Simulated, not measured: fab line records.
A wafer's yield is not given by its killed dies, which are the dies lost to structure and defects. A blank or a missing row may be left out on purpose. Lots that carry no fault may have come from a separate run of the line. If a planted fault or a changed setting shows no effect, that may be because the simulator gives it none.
What tool caused it?	flow rit_cmos	42 wafers from 14 lots sampled at 6 of the route's 202 steps

WHAT THE GAUGES READ, wafer by wafer
RIT_ACTIVE_CD_MEAS_11: the cd target is 1400 nm.
lot	measured	on	cd_nm (nm)
L810	day 1 22:28	cd_sem-01	1401.5 1400.9 1401.9
L811	day 2 00:26	cd_sem-02	1402.3 1403.0 1401.1
L812	day 2 05:35	cd_sem-02	1402.2 1400.7 1403.3
L813	day 2 10:32	cd_sem-01	1404.0 1403.4 1402.9
L814	day 2 15:29	cd_sem-02	1399.4 1396.8 1398.6
L815	day 2 20:35	cd_sem-01	1403.0 1404.9 1403.2
L817	day 3 06:35	cd_sem-01	1401.4 1399.0 1398.5
L820	day 3 21:35	cd_sem-02	1400.8 1402.7 1401.0
L822	day 4 07:35	cd_sem-02	1403.5 1403.9 1401.0
L826	day 5 03:29	cd_sem-02	1402.4 1402.0 1402.0
L827	day 5 08:29	cd_sem-02	1402.3 1403.3 1403.3
L828	day 5 13:28	cd_sem-01	1400.1 1398.6 1399.7
L829	day 5 18:26	cd_sem-01	1399.0 1399.4 1401.8
L830	day 5 23:35	cd_sem-02	1402.2 1401.8 1399.7

RIT_PRETRO_TW_MEAS_10.
lot	measured	on	PRETRO_TW
L810	day 2 16:38	film_metro-01	465.3 462.3 463.5
L811	day 2 18:36	film_metro-02	469.4 468.3 468.7
L812	day 2 22:43	film_metro-02	467.5 470.1 472.4
L813	day 3 04:46	film_metro-02	467.5 469.3 467.5
L814	day 3 09:43	film_metro-02	471.0 468.6 466.8
L815	day 3 14:40	film_metro-03	467.6 469.6 467.4
L817	day 3 23:59	film_metro-01	463.7 463.4 466.5
L820	day 4 14:10	film_metro-01	463.3 464.8 462.8
L822	day 5 00:30	film_metro-01	463.0 463.7 460.3
L826	day 5 20:06	film_metro-03	467.7 469.3 467.1
L827	day 6 02:50	film_metro-01	461.7 462.6 463.2
L828	day 6 07:52	film_metro-02	468.5 467.5 467.8
L829	day 6 12:53	film_metro-01	460.9 463.9 465.9
L830	day 6 16:22	film_metro-03	466.9 465.3 465.5

RIT_PSD_TW_MEAS_10.
lot	measured	on	PSD_TW
L810	day 3 10:35	film_metro-03	3381 3382 3378
L811	day 3 11:49	film_metro-03	3383 3374 3379
L812	day 3 18:11	film_metro-04	3426 3395 3416
L813	day 3 21:49	film_metro-04	3418 3422 3400
L814	day 4 04:02	film_metro-01	3339 3331 3340
L815	day 4 07:20	film_metro-03	3375 3388 3379
L817	day 4 17:31	film_metro-01	3343 3328 3322
L820	day 5 07:46	film_metro-03	3372 3383 3375
L822	day 5 18:25	film_metro-03	3517 3491 3515
L826	day 6 16:14	film_metro-01	3477 3481 3493
L827	day 6 20:21	film_metro-03	3365 3358 3361
L828	day 7 01:20	film_metro-04	3429 3431 3413
L829	day 7 05:10	film_metro-01	3368 3359 3364
L830	day 7 09:25	film_metro-04	3421 3433 3440

RIT_SDANNEAL_RS_MEAS_04: a four-point-probe measurement.
lot	measured	on	PSD_RS (ohm/sq)
L810	day 3 11:06	film_metro-03	115.73 115.60 116.25
L811	day 3 12:26	film_metro-04	115.83 116.10 115.72
L812	day 3 18:41	film_metro-03	116.06 116.05 115.78
L813	day 3 22:19	film_metro-04	116.06 116.34 115.78
L814	day 4 04:37	film_metro-01	115.96 116.14 116.04
L815	day 4 07:52	film_metro-01	116.02 116.13 115.92
L817	day 4 17:59	film_metro-03	115.50 116.07 115.92
L820	day 5 08:18	film_metro-03	116.39 116.22 116.26
L822	day 5 18:56	film_metro-04	108.11 108.13 107.91
L826	day 6 16:50	film_metro-03	108.35 108.49 108.14
L827	day 6 20:56	film_metro-03	116.03 116.41 116.36
L828	day 7 02:02	film_metro-01	115.91 115.74 115.93
L829	day 7 05:42	film_metro-03	115.39 115.62 115.72
L830	day 7 09:55	film_metro-01	115.78 116.13 116.17

RIT_M1_OVL_MEAS_10.
lot	measured	on	M1_OVL (nm)
L810	day 3 16:14	overlay-01	-1.4 -1.4 -1.6
L811	day 3 17:25	overlay-01	-1.5 -3.4 -1.9
L812	day 3 23:23	overlay-01	-1.2 -3.1 -0.6
L813	day 4 03:09	overlay-01	-1.6 -0.5 -3.4
L814	day 4 09:24	overlay-02	-1.3 -1.1 -0.5
L815	day 4 12:51	overlay-02	-1.9 -0.6 -3.2
L817	day 4 23:00	overlay-01	-0.1 0.2 -0.9
L820	day 5 13:14	overlay-02	-0.7 1.3 -1.6
L822	day 6 00:04	overlay-01	-3.9 -3.6 -3.1
L826	day 6 21:42	overlay-01	0.8 -0.5 -0.7
L827	day 7 01:47	overlay-01	0.5 0.2 -0.1
L828	day 7 07:13	overlay-02	-1.6 -0.8 -2.6
L829	day 7 10:49	overlay-01	-0.6 -1.1 -1.6
L830	day 7 14:58	overlay-01	-1.0 -1.4 -1.3

EACH LOT AND THE TOOL THAT RAN IT (in order: tool; ch and the chambers of the sampled wafers; start)
lot	RIT_PSD_IMPLANT_08
L810	implanter-01 ch 0, day 3 10:16
L811	implanter-04 ch 0, day 3 11:29
L812	implanter-01 ch 0, day 3 17:53
L813	implanter-04 ch 0, day 3 21:31
L814	implanter-02 ch 0, day 4 03:44
L815	implanter-04 ch 0, day 4 07:02
L817	implanter-02 ch 0, day 4 17:11
L820	implanter-02 ch 0, day 5 07:28
L822	implanter-02 ch 0, day 5 18:06
L826	implanter-02 ch 0, day 6 15:57
L827	implanter-04 ch 0, day 6 20:03
L828	implanter-01 ch 0, day 7 01:02
L829	implanter-04 ch 0, day 7 04:50
L830	implanter-01 ch 0, day 7 09:07
- RIT_PSD_IMPLANT_08

WHAT THE TOOLS THEMSELVES READ (means of the sampled wafers that have a number; where no wafer has one, the mark that the record gives instead)
RIT_PSD_IMPLANT_08.
lot	tool	beam_on_s (s)	dose_ions_cm2	end_station_pressure_torr (Torr)
L810	implanter-01	12.51	5e+15	1.47e-05
L811	implanter-04	12.36	5e+15	1.53e-05
L812	implanter-01	12.49	5e+15	1.43e-05
L813	implanter-04	12.66	5e+15	1.49e-05
L814	implanter-02	12.99	5e+15	1.50e-05
L815	implanter-04	12.37	5e+15	1.47e-05
L817	implanter-02	13.06	5e+15	1.49e-05
L820	implanter-02	12.74	5e+15	1.43e-05
L822	implanter-02	24.30	1e+16	1.23e-05
L826	implanter-02	24.23	1e+16	1.24e-05
L827	implanter-04	12.51	5e+15	1.53e-05
L828	implanter-01	12.53	5e+15	1.44e-05
L829	implanter-04	12.48	5e+15	1.49e-05
L830	implanter-01	12.65	5e+15	1.49e-05

THE ANSWER, worked out from the rows above alone
Rule: the usual values come from the lots themselves. The widest of any qualifying gaps counts: lots, ordered by their means at a reading, are off when they make up no more than a third of the lots, leave a main group of 4 or more, and stand apart from it by 3 or more times the standard deviation of that group's means. Not used: any main group whose means are identical at the precision the tables above print for the reading. Also off: a lot with no number at a reading for which 4 or more lots have one. Where the step has rows for the other lots, those lots are counted as sound. Order of review: gauges by route order, followed by the tools' own readings, for which a lot's mean as printed above is used. At the first step where some lot is off, the reading lying furthest off is the one used; lots without a number count as furthest.
Off: L822, L826, seen at RIT_SDANNEAL_RS_MEAS_04 (PSD_RS). The main group: mean 115.97 ohm/sq, standard deviation 0.19.
If a tool, at a process step before that reading, ran all the lots that are off and no sound lot after the first of them, it fits. The gauges at RIT_SDANNEAL_RS_MEAS_04 aren't tried: what is off there is off at RIT_PSD_IMPLANT_08 too, on other tools, and a gauge's error can't cause that. One candidate fits, namely implanter-02 at RIT_PSD_IMPLANT_08. Its last sound lot is L820 (day 5 07:28), its first lot that is off L822 (day 5 18:06): a fault that began between those two fits.
The tool's own readings at RIT_PSD_IMPLANT_08 bear it out: on the lots that are off they differ by more than 5 times the standard deviation of the sound lots' means. beam_on_s reads 24.27 s there against 12.61 s on the sound lots; dose_ions_cm2 reads 1e+16 there against 5e+15 on the sound lots; end_station_pressure_torr reads 1.24e-05 Torr there against 1.48e-05 Torr on the sound lots.

WHAT THE SIMULATOR HAD PUT IN
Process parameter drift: implanter-02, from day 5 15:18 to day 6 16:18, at RIT_PSD_IMPLANT_08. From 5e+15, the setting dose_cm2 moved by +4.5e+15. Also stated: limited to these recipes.
Shown lots that were struck: L822, L826. This agrees with what the rule above found.
